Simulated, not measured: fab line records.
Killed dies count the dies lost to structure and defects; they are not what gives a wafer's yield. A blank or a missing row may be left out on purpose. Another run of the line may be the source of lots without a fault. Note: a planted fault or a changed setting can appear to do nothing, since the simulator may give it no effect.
Check for tools in common ; flow berkeley_cmos170 ; 13 lots and 39 wafers in the sample

## REASON IT WAS OPENED
At UCB170_ACTIVE_CD_MEAS_13 the reading cd_nm is flagged on 1 of 13 lots. Wafers without a fault read 1200.3 nm, standard deviation 1.5.
Rule: a lot gets a flag if all its wafers with a number sit over 4 standard deviations from that mean, or if no wafer of it has a number. The other lots count as sound.

lot;measured;on;cd_nm (nm), wafer by wafer;flag
L894;day 4 15:46;cd_sem-01;1203.4 1201.4 1202.3;
L896;day 5 12:34;cd_sem-01;1200.7 1199.7 1199.2;
L898;day 5 13:32;cd_sem-02;1200.4 1199.6 1201.1;
L902;day 6 17:14;cd_sem-02;1200.0 1201.8 1202.5;
L903;day 6 17:31;cd_sem-02;1283.3 1285.3 1283.6;FLAGGED
L901;day 6 17:46;cd_sem-01;1203.2 1203.0 1202.8;
L910;day 8 03:04;cd_sem-01;1199.4 1198.4 1199.5;
L909;day 8 03:10;cd_sem-02;1201.2 1200.3 1200.6;
L912;day 8 04:30;cd_sem-01;1198.8 1198.5 1198.5;
L915;day 9 02:09;cd_sem-02;1199.6 1198.4 1198.6;
L913;day 9 02:16;cd_sem-02;1200.5 1202.3 1201.5;
L914;day 9 02:32;cd_sem-01;1201.5 1200.3 1201.8;
L916;day 9 14:56;cd_sem-01;1198.9 1200.2 1200.0;
On average the flagged lots' numbers are 1284.1 nm, which is +83.8 nm against the usual, or +56 standard deviations.

## TOOL THAT RAN EACH LOT
The record keeps 1 process step preceding the reading, out of 331 steps on the route. Every cell lists first the tool, next ch and the chambers used by the sampled wafers, and last the start.
lot;flag;UCB170_ACTIVE_EXPOSE_10
L894;;krf_scanner-02 ch 0, day 4 15:22
L896;;krf_scanner-01 ch 0, day 5 12:10
L898;;krf_scanner-01 ch 0, day 5 12:17
L902;;krf_scanner-01 ch 0, day 6 16:14
L903;FLAGGED;krf_scanner-01 ch 0, day 6 16:31
L901;;krf_scanner-01 ch 0, day 6 16:37
L910;;krf_scanner-02 ch 0, day 8 02:11
L909;;krf_scanner-01 ch 0, day 8 02:34
L912;;krf_scanner-01 ch 0, day 8 03:08
L915;;krf_scanner-01 ch 0, day 9 01:29
L913;;krf_scanner-02 ch 0, day 9 01:44
L914;;krf_scanner-02 ch 0, day 9 01:55
L916;;krf_scanner-02 ch 0, day 9 14:25
What the steps here do:
- UCB170_ACTIVE_EXPOSE_10: exposes mask ACTIVE, target cd 1200 nm.
- UCB170_ACTIVE_CD_MEAS_13: target cd 1200 nm.

## FLAGGED OVER TOTAL, TOOL BY TOOL (the gauges that took the reading come last)
step;tool;lots run;flagged;share of the flagged lots;sound lots run after its first flagged lot
UCB170_ACTIVE_EXPOSE_10;krf_scanner-01;8;1;all;4 (L901,L909,L912,L915)
UCB170_ACTIVE_EXPOSE_10;krf_scanner-02;5;0;none;-
UCB170_ACTIVE_CD_MEAS_13;cd_sem-01;7;0;none;-
UCB170_ACTIVE_CD_MEAS_13;cd_sem-02;6;1;all;3 (L909,L915,L913)

## WHAT THE TABLE PERMITS
Every flagged lot went through 2 rows of the table: krf_scanner-01 at UCB170_ACTIVE_EXPOSE_10 and cd_sem-02 at UCB170_ACTIVE_CD_MEAS_13.
- krf_scanner-01 at UCB170_ACTIVE_EXPOSE_10 ran 8 lots, 1 of them flagged. Sound lots ran on it after the first flagged one (L901, L909, L912, L915), which a lasting fault on the whole tool wouldn't allow.
- cd_sem-02 at UCB170_ACTIVE_CD_MEAS_13 ran 6 lots, 1 of them flagged. Sound lots ran on it after the first flagged one (L909, L915, L913), which a lasting fault on the whole tool wouldn't allow.
Every row of the table either missed a flagged lot or ran a sound lot after the first.

## WHAT WAS PUT IN BY THE SIMULATOR
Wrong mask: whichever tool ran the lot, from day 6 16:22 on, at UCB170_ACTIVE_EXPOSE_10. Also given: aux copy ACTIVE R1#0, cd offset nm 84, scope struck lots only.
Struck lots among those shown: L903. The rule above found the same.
